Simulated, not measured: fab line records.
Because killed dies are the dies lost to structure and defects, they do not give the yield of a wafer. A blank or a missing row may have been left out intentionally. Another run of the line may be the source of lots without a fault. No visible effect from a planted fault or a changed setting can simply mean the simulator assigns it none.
What tool caused it?    flow berkeley_cmos170    Sampling: 14 lots, 42 wafers, 6 of 331 route steps

WHAT EACH GAUGE READ, for each wafer
UCB170_PSD_TW_MEAS_10.
lot   measured      on             PSD_TW
L133  day 6 21:14   film_metro-04  2333 2319 2327
L134  day 6 21:31   film_metro-03  2321 2312 2328
L135  day 7 11:32   film_metro-01  2324 2326 2327
L140  day 7 20:26   film_metro-04  2325 2327 2342
L138  day 7 20:40   film_metro-03  2309 2325 2304
L142  day 8 17:45   film_metro-03  2355 2354 2349
L141  day 8 18:28   film_metro-03  2362 2354 2354
L145  day 9 01:22   film_metro-04  2322 2318 2326
L148  day 9 10:07   film_metro-01  2309 2322 2313
L146  day 9 10:14   film_metro-04  2322 2333 2322
L149  day 9 19:17   film_metro-01  2331 2325 2322
L151  day 10 07:43  film_metro-04  2312 2312 2310
L153  day 10 11:38  film_metro-01  2310 2304 2299
L155  day 10 22:55  film_metro-04  2327 2331 2328

UCB170_CONTACT_OVL_MEAS_16.
lot   measured      on          CONTACT_OVL (nm)
L133  day 7 09:18   overlay-01  1 -3 3
L134  day 7 09:04   overlay-01  -1 1 -1
L135  day 7 21:33   overlay-01  6 8 9
L140  day 8 04:24   overlay-01  4 6 10
L138  day 8 04:42   overlay-02  -6 -1 -4
L142  day 9 04:32   overlay-01  0 4 -1
L141  day 9 05:06   overlay-02  -5 -4 -3
L145  day 9 10:13   overlay-02  1 -5 -4
L148  day 9 20:43   overlay-02  -8 -5 -8
L146  day 9 20:26   overlay-01  -4 -3 -8
L149  day 10 05:32  overlay-01  2 -3 6
L151  day 10 18:41  overlay-01  -6 -1 -1
L153  day 11 01:29  overlay-02  -2 5 1
L155  day 11 10:07  overlay-01  -6 -8 -3

UCB170_M1_RS_MEAS_01: a four-point-probe measurement.
lot   measured      on             M1_AL_RS (ohm/sq)
L133  day 7 10:09   film_metro-03  0.0486 0.0485 0.0483
L134  day 7 10:07   film_metro-01  0.0486 0.0488 0.0488
L135  day 7 22:13   film_metro-01  0.0491 0.0486 0.0492
L140  day 8 05:07   film_metro-01  0.0490 0.0489 0.0488
L138  day 8 05:23   film_metro-04  0.0487 0.0481 0.0483
L142  day 9 05:12   film_metro-04  0.0478 0.0481 0.0485
L141  day 9 05:46   film_metro-03  0.0484 0.0482 0.0927
L145  day 9 10:52   film_metro-03  0.0939 0.0482 0.0941
L148  day 9 21:23   film_metro-03  0.0498 0.0496 0.0499
L146  day 9 21:07   film_metro-04  0.0482 0.0485 0.0485
L149  day 10 06:13  film_metro-01  0.0479 0.0484 0.0485
L151  day 10 19:23  film_metro-03  0.0489 0.0483 0.0482
L153  day 11 02:11  film_metro-04  0.0484 0.0485 0.0485
L155  day 11 10:49  film_metro-03  0.0486 0.0484 0.0489

UCB170_M1_THK_MEAS_02: measures by xrf.
lot   measured      on             M1_AL_THK (nm)
L133  day 7 10:15   film_metro-03  594 592 594
L134  day 7 10:14   film_metro-01  601 597 598
L135  day 7 22:20   film_metro-01  594 598 590
L140  day 8 05:13   film_metro-01  593 592 598
L138  day 8 05:30   film_metro-04  595 595 594
L142  day 9 05:19   film_metro-04  601 603 596
L141  day 9 05:53   film_metro-03  598 600 317
L145  day 9 10:59   film_metro-03  314 600 312
L148  day 9 21:30   film_metro-03  586 582 577
L146  day 9 21:14   film_metro-04  605 594 598
L149  day 10 06:19  film_metro-01  612 603 599
L151  day 10 19:29  film_metro-03  593 598 600
L153  day 11 02:17  film_metro-04  593 594 591
L155  day 11 10:56  film_metro-03  595 596 588

TOOL THAT RAN EACH LOT (tool first, then ch and the chambers of the sampled wafers, then the start)
lot   UCB170_CONTACT_ETCH_17              UCB170_M1_SPUTTER_00
L133  rie_diel-03 ch 0,2, day 7 09:19     pvd_sputter-04, day 7 10:03
L134  rie_diel-04 ch 0,2, day 7 09:06     pvd_sputter-03, day 7 10:03
L135  rie_diel-04 ch 0,2, day 7 21:35     pvd_sputter-04, day 7 22:10
L140  rie_diel-04 ch 1,2, day 8 04:25     pvd_sputter-04, day 8 05:01
L138  rie_diel-02 ch 0,1,2, day 8 04:44   pvd_sputter-03, day 8 05:19
L142  rie_diel-02 ch 1,3, day 9 04:34     pvd_sputter-02, day 9 05:07
L141  rie_diel-04 ch 0,1, day 9 05:08     pvd_sputter-04, day 9 05:42
L145  rie_diel-02 ch 0,1,3, day 9 10:15   pvd_sputter-04, day 9 10:49
L148  rie_diel-04 ch 0,1,2, day 9 20:45   pvd_sputter-02, day 9 21:19
L146  rie_diel-02 ch 1,2,3, day 9 20:29   pvd_sputter-03, day 9 21:04
L149  rie_diel-03 ch 1,3, day 10 05:33    pvd_sputter-03, day 10 06:07
L151  rie_diel-04 ch 0,3, day 10 18:43    pvd_sputter-03, day 10 19:17
L153  rie_diel-04 ch 1,3, day 11 01:31    pvd_sputter-02, day 11 02:05
L155  rie_diel-04 ch 0,1,3, day 11 10:10  pvd_sputter-03, day 11 10:44
- UCB170_CONTACT_ETCH_17: etches BARC in N2/H2.
- UCB170_M1_SPUTTER_00: material Al, target thk 600 nm, time 80 s.

WHAT THE TOOLS THEMSELVES READ (means of the sampled wafers that have a number; where no wafer has one, the mark that the record gives instead)
UCB170_CONTACT_ETCH_17.
lot   tool         drypump_motor_current_A (A)  oes_product_au (a.u.)  throttle_valve_pct (%)
L133  rie_diel-03  5.4                          0.989                  13.31
L134  rie_diel-04  6.0                          0.980                  13.17
L135  rie_diel-04  5.7                          0.987                  13.33
L140  rie_diel-04  6.1                          0.999                  13.14
L138  rie_diel-02  5.7                          0.997                  13.35
L142  rie_diel-02  5.7                          0.985                  13.28
L141  rie_diel-04  6.4                          0.978                  12.98
L145  rie_diel-02  5.6                          0.992                  13.29
L148  rie_diel-04  6.1                          0.995                  13.15
L146  rie_diel-02  5.9                          1.000                  13.33
L149  rie_diel-03  5.8                          0.998                  13.32
L151  rie_diel-04  5.7                          1.012                  13.23
L153  rie_diel-04  5.8                          1.022                  13.21
L155  rie_diel-04  6.0                          0.998                  13.10

UCB170_M1_SPUTTER_00.
lot   tool            throttle_valve_pct (%)
L133  pvd_sputter-04  29.9
L134  pvd_sputter-03  29.8
L135  pvd_sputter-04  31.2
L140  pvd_sputter-04  31.8
L138  pvd_sputter-03  29.7
L142  pvd_sputter-02  30.8
L141  pvd_sputter-04  30.9
L145  pvd_sputter-04  30.6
L148  pvd_sputter-02  30.8
L146  pvd_sputter-03  29.5
L149  pvd_sputter-03  30.1
L151  pvd_sputter-03  29.9
L153  pvd_sputter-02  31.0
L155  pvd_sputter-03  29.8

THE ANSWER, worked out from the rows above alone
Rule: what is usual is taken from the lots themselves. The widest of any qualifying gaps counts: lots, ordered by their means at a reading, are off when they make up no more than a third of the lots, leave a main group of 4 or more, and stand apart from it by 3 or more times the standard deviation of that group's means. The tables above print the reading to a certain number of digits; a main group whose means all agree to those digits is not used. Also off: a lot with no number at a reading for which 4 or more lots have one. The other lots that the step has rows for count as sound. After the gauges, taken in route order, come the tools' own readings; for these a lot's mean is taken, as printed above. The first step at which some lot is off is used, and at that step the reading that is off furthest; a lot without a number counts as furthest.
Off: L141, L145, at UCB170_M1_RS_MEAS_01 (M1_AL_RS). The main group: mean 0.0486 ohm/sq, standard deviation 0.00042.
If a tool, at a process step before that reading, ran all the lots that are off and no sound lot after the first of them, it fits. The gauges at UCB170_M1_RS_MEAS_01 are tried like those tools. One candidate fits, namely pvd_sputter-04 at UCB170_M1_SPUTTER_00. A fault onset in the window from L140 (day 8 05:01, its last sound lot) to L141 (day 9 05:42, its first lot off) fits.

WHAT THE SIMULATOR HAD PUT IN
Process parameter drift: pvd_sputter-04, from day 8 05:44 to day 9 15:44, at UCB170_M1_SPUTTER_00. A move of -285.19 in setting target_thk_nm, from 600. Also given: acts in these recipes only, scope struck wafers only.
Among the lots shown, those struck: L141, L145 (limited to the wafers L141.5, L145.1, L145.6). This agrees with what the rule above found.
